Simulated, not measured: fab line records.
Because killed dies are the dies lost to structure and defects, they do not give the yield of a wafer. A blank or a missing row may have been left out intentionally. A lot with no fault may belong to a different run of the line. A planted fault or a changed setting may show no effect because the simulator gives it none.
Split-lot experiment ; flow rit_cmos ; on a route of 202 steps: 5 lots, 23 wafers read

== ABOUT THE SPLIT ==
At RIT_NSD_IMPLANT_08, the setting energy_kev was moved away from the recipe's 25 on 6 of the 23 wafers read, by -3.2% to +1.8%. All remaining wafers had this setting at the recipe value.

The reading comes from the split's own step.

== THE READING ==
implant.drp_nm (the simulator's own value, which no gauge read), in nm, at RIT_NSD_IMPLANT_08. No usual value for it is given in the file.

wafer;tool, chamber at the split;energy_kev as run;against the recipe;implant.drp_nm, nm;against lot-mates on the recipe
L075.3;implanter-03, 0;25;recipe;14.84;-
L075.4;implanter-03, 0;25;recipe;14.84;-
L075.5;implanter-03, 0;25;recipe;14.84;-
L077.1;implanter-04, 0;25;recipe;14.84;-
L077.2;implanter-04, 0;25;recipe;14.84;-
L077.3;implanter-04, 0;25;recipe;14.84;-
L077.4;implanter-04, 0;25;recipe;14.84;-
L077.6;implanter-04, 0;25;recipe;14.84;-
L078.1;implanter-03, 0;25;recipe;14.84;-
L078.3;implanter-03, 0;25;recipe;14.84;-
L078.4;implanter-03, 0;25;recipe;14.84;-
L078.5;implanter-03, 0;25;recipe;14.84;-
L078.6;implanter-03, 0;25;recipe;14.84;-
L080.1;implanter-03, 0;24.21;-3.2%;14.55;-0.29
L080.2;implanter-03, 0;24.21;-3.2%;14.55;-0.29
L080.4;implanter-03, 0;24.21;-3.2%;14.55;-0.29
L080.5;implanter-03, 0;25;recipe;14.84;-
L080.6;implanter-03, 0;25;recipe;14.84;-
L083.1;implanter-03, 0;25;recipe;14.84;-
L083.2;implanter-03, 0;25;recipe;14.84;-
L083.3;implanter-03, 0;25.45;+1.8%;15;+0.16
L083.4;implanter-03, 0;25.45;+1.8%;15;+0.16
L083.5;implanter-03, 0;25.45;+1.8%;15;+0.16

THE FIT
A straight line over all 23 wafers: implant.drp_nm changes by +0.091 nm for each +1% of energy_kev; r = +1.00; the points scatter about the line by 0.0015 nm.
The same after taking each lot's own level away (the mean of its wafers on the recipe; 23 wafers): +0.091 nm for each +1%; r = +1.00; scatter 0.0015 nm.
Per that fit: largest energy_kev move, reading shift of 0.29 nm.
The lots' own levels span 14.840 to 14.840 nm.
The two slopes are in agreement: the lot-to-lot level therefore moves the slope only a little.
Check: with one of the wafers moved furthest among these (-3.2%) left out of the fit, the line predicts -0.288 nm for it against its lot-mates. Against them it came out at -0.29 nm.

== OTHER SPLITS APPLIED TO THESE WAFERS ==
Other splits were also applied to these wafers ahead of the reading. Each is held against what the fit with the lots' levels taken away leaves over:
other split on the same wafers;wafers away from the commonest value;r with implant.drp_nm (lot level and that fit taken away)
RIT_ACTIVE_CVD_03 time_s;15;-0.57
RIT_ACTIVE_ETCH_13 rf_w;7;-0.30
RIT_GATE_DEVELOP_15 develop_time_s;11;-0.19
RIT_GATE_ETCH_19 rf_w;7;-0.04
RIT_SPACER_CVD_03 pressure_mtorr;15;+0.57

== FILE'S OWN FIT ==
implant.drp_nm changes by +0.0899 nm for each +1% of energy_kev, r = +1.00.
